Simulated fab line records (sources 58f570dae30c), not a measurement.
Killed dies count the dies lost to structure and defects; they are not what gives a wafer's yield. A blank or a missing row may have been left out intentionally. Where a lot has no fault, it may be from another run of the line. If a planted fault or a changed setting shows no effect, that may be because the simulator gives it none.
Problem report in the 8D (eight disciplines) form, filled by code :: flow berkeley cmos170 :: the parts of the form that need people (team, actions taken, sign-off) are left out

## 1. WHAT IS WRONG
CONTACT_PSG_THK at UCB170_CONTACT_THK_MEAS_02 reads a mean of 880 nm on 6 wafers of 2 lots; wafers without a fault read 703 nm with a standard deviation of 7.4. That puts it +24 standard deviations away from the usual mean.
First observed at day 9 23:35: wafer L284.1, on film metro-01. The record has a number at this step for 42 wafers belonging to 14 lots. Rule for "out" (also "out of limits"): further than 4 standard deviations from the usual mean. Any other wafer with a number is counted as sound.

## 2. WHAT THIS IS AND IS NOT
question: which readings at this step
is: CONTACT_PSG_THK
is not: -

question: which lots
is: L284, L286
is not: L273, L274, L276, L278, L279, L280, L281, L287, L288, L289, L290, L294

question: which wafers of those lots
is: all that have a number
is not: -

question: read on which gauges
is: film metro-01
is not: film metro-02, film metro-03

question: when
is: from day 9 23:35
is not: up to then (21 sound wafers); but 15 sound wafers of L287, L288, L289, L290, L294 came after

## 3. SUSPECTS, AND WHAT RULES EACH OUT
Counting: a tool stays on the suspect list if, at a process step up to the reading, it processed all lots that are out and no sound lot following the first of them.
- the gauge at UCB170_CONTACT_THK_MEAS_02 has been ruled out. All the wafers that are out were read on film metro-01, but those of them that UCB170_CONTACT_ETCH_18 has rows for are out there too, on other tools.
- lpcvd-01 at UCB170_CONTACT_CVD_01 (deposits PSG from SiH4/O2/PH3, target thk 700 nm, time 2820 s): kept. It processed each lot that is out, first L284 at day 9 21:48, and no sound lot thereafter; up to then, the last sound lot it processed was L280 at day 9 06:09.
Left after counting: lpcvd-01 at UCB170_CONTACT_CVD_01.

## 4. THE CAUSE (what the simulator had put in)
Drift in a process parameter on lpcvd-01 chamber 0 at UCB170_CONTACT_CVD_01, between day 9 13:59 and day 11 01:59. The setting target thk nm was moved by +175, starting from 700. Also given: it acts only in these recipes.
After counting, this tool was the only one left.

## 5. THE EFFECT CHAIN, in route order
One row per reading whose mean, taken over the struck wafers that have a number, lies over 3 standard deviations from the usual. Scope: only readings with a usual standard deviation given in the record; hours: median across lots of the time from each lot's start at the first step in this table that gives one to its start at this step; sigmas: change in usual standard deviations.
hours: 0
step: UCB170_CONTACT_THK_MEAS_02
reading: CONTACT_PSG_THK
usual: 703 nm
on struck wafers: 880
change: +178
sigmas: +24

hours: -
step: UCB170_CONTACT_ETCH_18
reading: oes product au
usual: 0.896 a.u.
on struck wafers: 0.990
change: +0.094
sigmas: +6.3
The process steps in it:
- UCB170_CONTACT_ETCH_18: etches PSG in CHF3/CF4/Ar, stops on TiSi2, target depth 840 nm, time 195 s.
Later measuring or inspecting steps at which every struck wafer that the step has a row for has a number for every such reading, and none has moved that far: UCB170_CONTACT_CD_MEAS_15.

## 6. HOW IT WOULD HAVE BEEN CAUGHT EARLIER
10 hours passed between the start of the fault at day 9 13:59 and the first reading out of limits at a measuring or inspecting step in this record, taken at day 9 23:35.
Tool readings at UCB170_CONTACT_CVD_01 with a usual standard deviation given in the record: none out on any struck wafer, hence no alarm at a limit of 4 standard deviations on them.
L286, from the lots that are out (2), started UCB170_CONTACT_CVD_01 on lpcvd-01 later than day 9 23:35. A tool hold placed at that time would have kept it from harm.
